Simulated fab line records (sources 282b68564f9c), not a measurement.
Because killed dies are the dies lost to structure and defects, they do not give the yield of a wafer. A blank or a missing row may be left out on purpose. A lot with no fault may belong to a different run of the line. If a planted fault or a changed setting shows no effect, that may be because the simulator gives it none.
Code-filled problem report in 8D (eight disciplines) form / flow rit-cmos / the parts of the form that need people (team, actions taken, sign-off) are left out

== 1. THE ISSUE ==
Across 6 wafers from 2 lots, PWELL_TW at RIT_PWELL_TW_MEAS_10 averages 1130, while fault-free wafers read 949 with a standard deviation of 6.5. Relative to the usual mean, that is a shift of +28 standard deviations.
First observed at day 5 23:32: wafer L526.1, on film-metro-01. The record has a number at this step for 42 wafers belonging to 14 lots. The rule behind "out" and "out of limits": a value lying over 4 standard deviations away from the usual mean. The other wafers with a number count as sound.

== 2. WHAT IT IS; WHAT IT IS NOT ==
question=which readings at this step; is=PWELL_TW; is not=-
question=which lots; is=L526, L530; is not=L507, L508, L509, L510, L511, L512, L513, L514, L515, L516, L517, L518
question=which wafers of those lots; is=all that have a number; is not=-
question=read on which gauges; is=film-metro-01, film-metro-04; is not=film-metro-03
question=when; is=from day 5 23:32; is not=up to then (36 sound wafers)

== 3. WHAT RULES OUT EACH SUSPECT ==
Counting: a tool at any process step up to the reading remains a suspect when it ran all the lots that are out and ran no sound lot after the first of those.
- the gauge at RIT_PWELL_TW_MEAS_10 is ruled out. 2 gauges (film-metro-01, film-metro-04) read the wafers that are out.
- implanter-03 at RIT_PWELL_IMPLANT_08: kept. It processed each lot that is out, first L526 at day 5 23:13, and no sound lot thereafter; up to then, the last sound lot it processed was L514 at day 3 16:05. Out on those wafers are its own readings of dose-ions-cm2, faraday-current-uA.
After counting, what remains is implanter-03 at RIT_PWELL_IMPLANT_08.

== 4. THE CAUSE (what the simulator had put in) ==
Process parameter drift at RIT_PWELL_IMPLANT_08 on implanter-03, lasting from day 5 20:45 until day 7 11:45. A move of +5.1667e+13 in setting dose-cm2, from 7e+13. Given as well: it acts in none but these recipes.
Only this tool survived the counting.

== 5. SEQUENCE OF EFFECTS, ordered by route ==
Rows list readings where the struck wafers' mean (over those with a number) sits beyond 3 standard deviations from the usual. Only readings whose record carries a usual standard deviation are examined. hours: median over the lots of the time between each lot's start at the first step of this table that gives one and its start at this step. sigmas: the change, counted in usual standard deviations.
hours=0; step=RIT_PWELL_IMPLANT_08; reading=dose-ions-cm2; usual=7e+13; on struck wafers=1e+14; change=+5e+13; sigmas=+99 or more
hours=0; step=RIT_PWELL_IMPLANT_08; reading=faraday-current-uA; usual=223; on struck wafers=391; change=+168; sigmas=+43
hours=0; step=RIT_PWELL_TW_MEAS_10; reading=PWELL_TW; usual=949; on struck wafers=1130; change=+182; sigmas=+28
hours=6; step=RIT_WELLDRIVE_RS_MEAS_02; reading=PWELL_RS; usual=430.4 ohm/sq; on struck wafers=306.3; change=-124.1; sigmas=-95
Here are the process steps it includes:
- RIT_PWELL_IMPLANT_08

== 6. WHAT WOULD HAVE CAUGHT IT SOONER ==
Counted from the fault's start at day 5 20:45, it took 3 hours until the first out-of-limits reading at a measuring or inspecting step in this record, taken at day 5 23:32.
At RIT_PWELL_IMPLANT_08, the tool's own readings (dose-ions-cm2, faraday-current-uA) were out on each struck wafer the step has a row for, so an alarm limit on them would have fired on the first such wafer.
Of the lots that are out (2), L530 began RIT_PWELL_IMPLANT_08 on implanter-03 after day 5 23:32. Holding the tool at that time would have saved it.
